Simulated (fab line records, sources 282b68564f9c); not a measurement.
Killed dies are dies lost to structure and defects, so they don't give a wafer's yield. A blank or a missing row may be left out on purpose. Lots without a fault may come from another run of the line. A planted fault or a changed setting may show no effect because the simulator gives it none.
Split-lot experiment | flow rit_cmos | 5 lots, 23 wafers read, on a route of 202 steps

THE SPLIT
At RIT_M1_COAT_04 (resist thk 1300 nm), the setting resist_thk_nm was moved away from the recipe's 1300 nm on 7 of the 23 wafers read, by -3.2% to +5.8%. The other wafers ran this setting at the recipe's value.

FROM THE SPLIT TO THE READING: what the file shows between them, 5 steps
- RIT_M1_EXPOSE_06: exposes mask M12, target cd 2600 nm (also split here: dose_mj)
- RIT_M1_PEB_07
- RIT_M1_DEVELOP_08: develop time 68 s
- RIT_M1_CD_MEAS_09: target cd 2600 nm
- RIT_M1_HARDBAKE_11: time 120 s

THE READING
NOVOLAK_of_M1_COAT_04.thk_nm (the simulator's own value, which no gauge read), in nm, at RIT_M1_METAL_ETCH_12 (etches Al in Cl2/BCl3, stops on SiO2, time 165 s, target depth 600 nm). The file gives no usual value for it. The 16 wafers here that ran the recipe average 811.0 nm, standard deviation 5.9 nm.

wafer  | tool, chamber at the split | resist_thk_nm as run, nm | against the recipe | NOVOLAK_of_M1_COAT_04.thk_nm, nm | against lot-mates on the recipe
L074.1 | litho_track-03, 0          | 1300                     | recipe             | 826.4                            | -
L074.2 | litho_track-03, 0          | 1300                     | recipe             | 806.3                            | -
L074.3 | litho_track-03, 0          | 1271                     | -2.2%              | 802.1                            | -10.8
L074.4 | litho_track-03, 0          | 1271                     | -2.2%              | 777.5                            | -35.4
L074.6 | litho_track-03, 0          | 1300                     | recipe             | 805.9                            | -
L076.1 | litho_track-04, 0          | 1300                     | recipe             | 809.6                            | -
L076.2 | litho_track-04, 0          | 1300                     | recipe             | 812.7                            | -
L076.3 | litho_track-04, 0          | 1300                     | recipe             | 807                              | -
L076.5 | litho_track-04, 0          | 1300                     | recipe             | 812.7                            | -
L076.6 | litho_track-04, 0          | 1300                     | recipe             | 807.7                            | -
L080.2 | litho_track-04, 0          | 1300                     | recipe             | 803.6                            | -
L080.3 | litho_track-04, 0          | 1300                     | recipe             | 805.4                            | -
L080.6 | litho_track-04, 0          | 1300                     | recipe             | 803.8                            | -
L083.1 | litho_track-03, 0          | 1375                     | +5.8%              | 875.1                            | +59.2
L083.2 | litho_track-03, 0          | 1300                     | recipe             | 816.1                            | -
L083.3 | litho_track-03, 0          | 1300                     | recipe             | 813.4                            | -
L083.5 | litho_track-03, 0          | 1300                     | recipe             | 818.3                            | -
L083.6 | litho_track-03, 0          | 1375                     | +5.8%              | 877.6                            | +61.7
L084.2 | litho_track-01, 0          | 1259                     | -3.2%              | 763.7                            | -50.2
L084.3 | litho_track-01, 0          | 1259                     | -3.2%              | 765.2                            | -48.7
L084.4 | litho_track-01, 0          | 1300                     | recipe             | 814.6                            | -
L084.5 | litho_track-01, 0          | 1300                     | recipe             | 813.2                            | -
L084.6 | litho_track-01, 0          | 1259                     | -3.2%              | 766.8                            | -47.1

THE FIT
A straight line over all 23 wafers: NOVOLAK_of_M1_COAT_04.thk_nm changes by +12 nm for each +1% of resist_thk_nm; r = +0.96; the points scatter about the line by 7.4 nm.
The same after taking each lot's own level away (the mean of its wafers on the recipe; 23 wafers): +11.8 nm for each +1%; r = +0.97; scatter 7.2 nm.
On that fit, the largest move of resist_thk_nm shifts the reading by 68 nm.
The lots' own levels span 804.27 to 815.93 nm, that is 2.0 times the standard deviation above.
So the lot-to-lot level changes the slope little: the two slopes agree.
Check: with one of the wafers moved furthest among these (+5.8%) left out of the fit, the line predicts +70.4 nm for it against its lot-mates. It came out at +59.2 nm against them.

OTHER SPLITS ON THESE WAFERS
These wafers also went through other splits before the reading. Each is held against what the fit with the lots' levels taken away leaves over:
other split on the same wafers        | wafers away from the commonest value | r with NOVOLAK_of_M1_COAT_04.thk_nm (lot level and that fit taken away)
RIT_PSD_HARDBAKE_07 temp_c            | 4                                    | +0.11
RIT_CONTACT_COAT_03 resist_thk_nm     | 6                                    | -0.23
RIT_CONTACT_DEVELOP_07 develop_time_s | 6                                    | -0.41
RIT_M1_EXPOSE_06 dose_mj              | 11                                   | +0.04

THE WHOLE CHAIN: every reading that the file lists as answering this split, in the file's order
step                 | what it does                                                          | reading                                                                       | change (the file's fit)              | r (the file's)
RIT_M1_COAT_04       | resist thk 1300 nm                                                    | NOVOLAK_of_M1_COAT_04.thk_nm (the simulator's own value, which no gauge read) | +13 nm for each +1% of the setting   | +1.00
RIT_M1_HARDBAKE_11   | time 120 s                                                            | NOVOLAK_of_M1_COAT_04.thk_nm (the simulator's own value, which no gauge read) | +11.2 nm for each +1% of the setting | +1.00
RIT_M1_METAL_ETCH_12 | etches Al in Cl2/BCl3, stops on SiO2, time 165 s, target depth 600 nm | NOVOLAK_of_M1_COAT_04.thk_nm (the simulator's own value, which no gauge read) | +11.5 nm for each +1% of the setting | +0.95

THE FILE'S OWN FIT
NOVOLAK_of_M1_COAT_04.thk_nm changes by +11.5 nm for each +1% of resist_thk_nm, r = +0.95.
